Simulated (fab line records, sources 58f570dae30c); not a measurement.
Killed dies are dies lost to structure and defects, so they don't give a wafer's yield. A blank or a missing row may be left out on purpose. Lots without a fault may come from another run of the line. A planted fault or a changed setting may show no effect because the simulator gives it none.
Problem report in the 8D (eight disciplines) form, filled by code | flow berkeley_cmos170 | the parts of the form that need people (team, actions taken, sign-off) are left out

1. THE PROBLEM
NSD_TW at UCB170_NSD_TW_MEAS_10 reads a mean of 4368 on 9 wafers of 3 lots; wafers without a fault read 4211 with a standard deviation of 28. That is +5.6 standard deviations from the usual mean.
First seen on wafer L672.2, day 10 18:13, on film_metro-02. The record holds 45 wafers of 15 lots with a number at this step. Rule for "out", or "out of limits": more than 4 standard deviations from the usual mean. The other wafers with a number count as sound.

2. WHAT IT IS AND WHAT IT IS NOT
question                    | is                           | is not
which readings at this step | NSD_TW                       | -
which lots                  | L672, L674, L676             | L654, L655, L656, L657, L659, L660, L663, L664, L665, L666, L670, L675
which wafers of those lots  | all that have a number       | -
read on which gauges        | film_metro-02, film_metro-04 | film_metro-03
when                        | from day 10 18:13            | up to then (36 sound wafers)

3. SUSPECTS, AND WHAT RULES EACH OUT
Counting: a tool at a process step up to the reading stays a suspect if it ran every lot that is out and no sound lot after the first of them.
- the gauge at UCB170_NSD_TW_MEAS_10: ruled out. The wafers that are out were read on 2 gauges (film_metro-02, film_metro-04).
- implanter-01 at UCB170_NSD_IMPLANT_08: kept. It ran every lot that is out, first L672 (day 10 17:59), and no sound lot after that; its last sound lot up to then is L670 (day 10 03:45). Its own readings are out on those wafers: beam_on_s, dose_ions_cm2, faraday_current_uA.
Left after counting: implanter-01 at UCB170_NSD_IMPLANT_08.

4. THE CAUSE (what the simulator had put in)
Process parameter drift: implanter-01, from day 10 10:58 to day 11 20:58, at UCB170_NSD_IMPLANT_08. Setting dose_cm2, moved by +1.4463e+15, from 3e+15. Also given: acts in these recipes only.
Counting left only this tool.

5. THE CHAIN OF EFFECTS, in route order
Each row: a reading whose mean over the struck wafers that have a number lies more than 3 standard deviations from the usual. Only readings for which the record gives a usual standard deviation are gone through. hours: the time from each lot's start at the first step in this table that gives one to its start at this step, as a median over the lots. sigmas: the change in usual standard deviations.
hours | step                       | reading                  | usual        | on struck wafers | change | sigmas
0     | UCB170_NSD_IMPLANT_08      | beam_on_s                | 10.00 s      | 13.19            | +3.19  | +17
0     | UCB170_NSD_IMPLANT_08      | dose_ions_cm2            | 3e+15        | 4e+15            | +1e+15 | +99 or more
0     | UCB170_NSD_IMPLANT_08      | faraday_current_uA       | 9256         | 10387            | +1131  | +6.3
0     | UCB170_NSD_STRIP_09        | oes_product_au           | 0.533 a.u.   | 0.503            | -0.030 | -7.1
0     | UCB170_NSD_STRIP_09        | strip_time_to_endpoint_s | 35.84 s      | 39.69            | +3.85  | +53
0     | UCB170_NSD_TW_MEAS_10      | NSD_TW                   | 4211         | 4368             | +157   | +5.6
3     | UCB170_SDANNEAL_RS_MEAS_03 | NSD_RS                   | 37.25 ohm/sq | 32.21            | -5.04  | -57
The process steps in it:
- UCB170_NSD_IMPLANT_08
- UCB170_NSD_STRIP_09: strips in O2.

6. WHAT WOULD HAVE CAUGHT IT SOONER
In this record the first reading out of limits at a measuring or inspecting step was taken at day 10 18:13, 7 hours after the fault began at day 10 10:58.
The tool's own readings at UCB170_NSD_IMPLANT_08 were out on every struck wafer that the step has a row for (beam_on_s, dose_ions_cm2, faraday_current_uA): an alarm limit on them would have fired on the first of those.
Of the lots that are out (3), L674, L676 began UCB170_NSD_IMPLANT_08 on implanter-01 after day 10 18:13. A hold on the tool at that time would have spared those 2.
